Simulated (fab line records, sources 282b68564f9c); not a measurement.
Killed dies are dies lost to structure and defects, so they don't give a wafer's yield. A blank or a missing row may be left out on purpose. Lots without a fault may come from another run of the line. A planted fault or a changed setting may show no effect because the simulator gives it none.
A struck lot beside a sound one | flow rit_cmos | 44 steps out of a route of 202
Sound: wafers L819.1, L819.2, L819.3. Struck: wafers L823.1, L823.2, L823.3. The cause comes at the end.
At each step with rows: each side's tool, then ch and its chambers, then its first start. Under that, the readings that differ: sound wafers | struck wafers | difference of the means | sigmas: that difference in standard deviations of wafers without a fault.
alike: readings whose means differ by less than 2 such deviations, and words and numbers that are the same on both sides. not compared: withheld readings, readings that some wafer has no value for, bounds like >300 that may hide the same value, and numbers for which the record gives no deviation and whose values overlap.
The two part at a step that has a row with sigmas, a row that says differs or no value, or rows on one side only. Numbers that don't overlap but have no deviation are shown without sigmas and don't part them. A reading that every wafer of one side lacks parts them only if that side has two wafers or more.

first, 4 steps without rows for these wafers: RIT_ACTIVE_SOFTBAKE_07 (time 60 s); RIT_ACTIVE_EXPOSE_08 (exposes mask M1, target cd 1400 nm); RIT_ACTIVE_PEB_09; RIT_ACTIVE_DEVELOP_10 (develop time 50 s).
RIT_ACTIVE_CD_MEAS_11: target cd 1400 nm.
  sound on cd_sem-01, day 1 15:22; struck on cd_sem-01, day 2 10:29
  alike: cd_nm
then, 1 step without rows for these wafers: RIT_ACTIVE_HARDBAKE_12 (time 60 s).
RIT_ACTIVE_ETCH_13: etches Si3N4 in SF6, stops on SiO2, time 210 s, target depth 210 nm.
  sound on rie_diel-01 ch 1,2,3, day 1 15:46; struck on rie_diel-04 ch 0,1,3, day 2 10:46
  alike: drypump_motor_current_A, oes_product_au, throttle_valve_pct
  not compared: rf_hours_counter_h
RIT_ACTIVE_STRIP_14: strips in O2, time 180 s.
  sound on plasma_asher-01 ch 0,1, day 1 15:54; struck on plasma_asher-01 ch 0,1, day 2 10:54
  alike: drypump_motor_current_A
  not compared: rf_hours_counter_h
RIT_ACTIVE_CD_MEAS_90: target cd 1400 nm.
  sound on cd_sem-01, day 1 16:05; struck on cd_sem-02, day 2 11:04
  alike: cd_nm
then, 3 steps without rows for these wafers: RIT_ACTIVE_CLEAN_15 (cleans in SC1, time 600 s); RIT_ACTIVE_CLEAN_16 (cleans in dHF, time 30 s); RIT_ACTIVE_CLEAN_17 (cleans in SC2, time 600 s).
RIT_FOX1_OXIDATION_00: target thk 350.7 nm, ox time 1130 s.
  sound on furnace-02 ch 0, day 1 16:35; struck on furnace-02 ch 0, day 2 11:35
  reading                                     | sound          | struck            | difference | sigmas
  ox_time_s (s)                               | 1130 1130 1130 | 1356 1356 1356    | +226       |
  model.SiO2_of_FOX1_OXIDATION_00.thk_nm (nm) | 339 339 332.6  | 381.9 380.1 387.9 | +46.4      |
  alike: tube_center_temp_C_max
RIT_FOX1_THK_MEAS_01:
  sound on film_metro-02, day 1 17:55; struck on film_metro-02, day 2 12:54
  reading             | sound       | struck      | difference | sigmas
  FOX1_OXIDE_THK (nm) | 339 339 333 | 382 380 388 | +46        | +7
then, 2 steps without rows for these wafers: RIT_FOX1_WET_ETCH_02 (etches SiO2 in BOE, target depth 350 nm, time 390 s); RIT_FOX2_OXIDATION_00 (target thk 350.7 nm, ox time 1130 s).
RIT_FOX2_THK_MEAS_01:
  sound on film_metro-03, day 1 19:25; struck on film_metro-03, day 2 14:52
  alike: FOX2_OXIDE_THK
then, 2 steps without rows for these wafers: RIT_FOX2_CLEAN_02 (cleans in dHF, time 180 s); RIT_FOX2_WET_ETCH_03 (etches Si3N4 in H3PO4, target depth 195 nm, time 2700 s).
RIT_FOX2_THK_MEAS_90:
  sound on film_metro-04, day 1 20:22; struck on film_metro-04, day 2 15:45
  alike: FIELD_OXIDE_LEFT_1_THK
then, 6 steps without rows for these wafers: RIT_NWELL_HMDS_00 (prime time 62.11 s); RIT_NWELL_COAT_01 (resist thk 1300 nm); RIT_NWELL_SOFTBAKE_02 (time 60 s); RIT_NWELL_EXPOSE_03 (exposes mask M2, target cd 43900 nm); RIT_NWELL_PEB_04; RIT_NWELL_DEVELOP_05 (develop time 68 s).
RIT_NWELL_OVL_MEAS_06:
  sound on overlay-02, day 1 21:26; struck on overlay-02, day 2 17:03
  alike: NWELL_OVL
then, 2 steps without rows for these wafers: RIT_NWELL_HARDBAKE_07 (time 120 s); RIT_NWELL_IMPLANT_08.
RIT_NWELL_STRIP_09: strips in O2, time 180 s.
  sound on plasma_asher-03 ch 0,1, day 1 21:52; struck on plasma_asher-01 ch 0,1, day 2 17:29
  reading                     | sound       | struck      | difference | sigmas
  drypump_motor_current_A (A) | 6.4 5.7 6.4 | 5.5 5.0 5.0 | -1.0       | -2
  not compared: rf_hours_counter_h
RIT_NWELL_TW_MEAS_10:
  sound on film_metro-04, day 1 22:02; struck on film_metro-02, day 2 17:40
  alike: NWELL_TW
then, 2 steps without rows for these wafers: RIT_PWELL_HMDS_00 (prime time 60 s); RIT_PWELL_COAT_01 (resist thk 1300 nm).
RIT_PWELL_SOFTBAKE_02: time 61.31 s.
  sound on litho_track-02 ch 0, day 1 22:24; struck on litho_track-02 ch 0, day 2 18:01
  alike: plate_sensor_t_centre_C, plate_sensor_t_edge_C
then, 3 steps without rows for these wafers: RIT_PWELL_EXPOSE_03 (exposes mask M3, target cd 43700 nm); RIT_PWELL_PEB_04; RIT_PWELL_DEVELOP_05 (develop time 68 s).
RIT_PWELL_OVL_MEAS_06:
  sound on overlay-02, day 1 23:07; struck on overlay-02, day 2 18:43
  alike: PWELL_OVL
then, 2 steps without rows for these wafers: RIT_PWELL_HARDBAKE_07 (time 120 s); RIT_PWELL_IMPLANT_08.
RIT_PWELL_STRIP_09: strips in O2, time 180 s.
  sound on plasma_asher-01 ch 0,1, day 1 23:32; struck on plasma_asher-04 ch 0,1, day 2 19:10
  alike: drypump_motor_current_A
  not compared: rf_hours_counter_h
RIT_PWELL_TW_MEAS_10:
  sound on film_metro-04, day 1 23:43; struck on film_metro-04, day 2 19:20
  alike: PWELL_TW
RIT_CONTACT_ETCH_11: etches SiO2 in CHF3/CF4/Ar, stops on TiSi2, target depth 480 nm, time 320 s.
  sound on rie_diel-02 ch 0,2,3, day 3 06:24; struck on rie_diel-02 ch 1,2,3, day 4 00:00
  reading                  | sound             | struck            | difference | sigmas
  model.CONTACT.cd_nm (nm) | 997.4 998.9 997.6 | 971.5 969.6 972.6 | -26.7      |
  alike: CHF3_flow_sccm, drypump_motor_current_A, oes_product_au, throttle_valve_pct
  not compared: rf_hours_counter_h
RIT_M1_PROBE_99:
  sound on prober-02, day 3 11:34; struck on prober-02, day 4 05:08
  reading                                    | sound             | struck            | difference | sigmas
  model.etest.contact_to_gate.bv_left_v (V)  | 91.01 91.89 91.26 | 95.22 99.88 95.31 | +5.42      |
  model.etest.contact_to_gate.bv_right_v (V) | 90.27 90.99 90.06 | 98.65 100.2 98.63 | +8.72      |
  alike: killed_at_contacts, killed_at_front_end, killed_dies, killed_open, killed_short
  not compared: model.etest.nldd.width_nm, model.etest.pldd.width_nm, model.etest.nplus_sal.width_nm, model.etest.pplus_sal.width_nm

WHERE THEY PART
First at RIT_FOX1_THK_MEAS_01; last, within this record, at RIT_NWELL_STRIP_09. Later steps at which nothing parts them and some readings are alike: RIT_NWELL_TW_MEAS_10, RIT_PWELL_SOFTBAKE_02, RIT_PWELL_OVL_MEAS_06, RIT_PWELL_STRIP_09, RIT_PWELL_TW_MEAS_10, RIT_CONTACT_ETCH_11, RIT_M1_PROBE_99.

WHY: what the simulator had put in
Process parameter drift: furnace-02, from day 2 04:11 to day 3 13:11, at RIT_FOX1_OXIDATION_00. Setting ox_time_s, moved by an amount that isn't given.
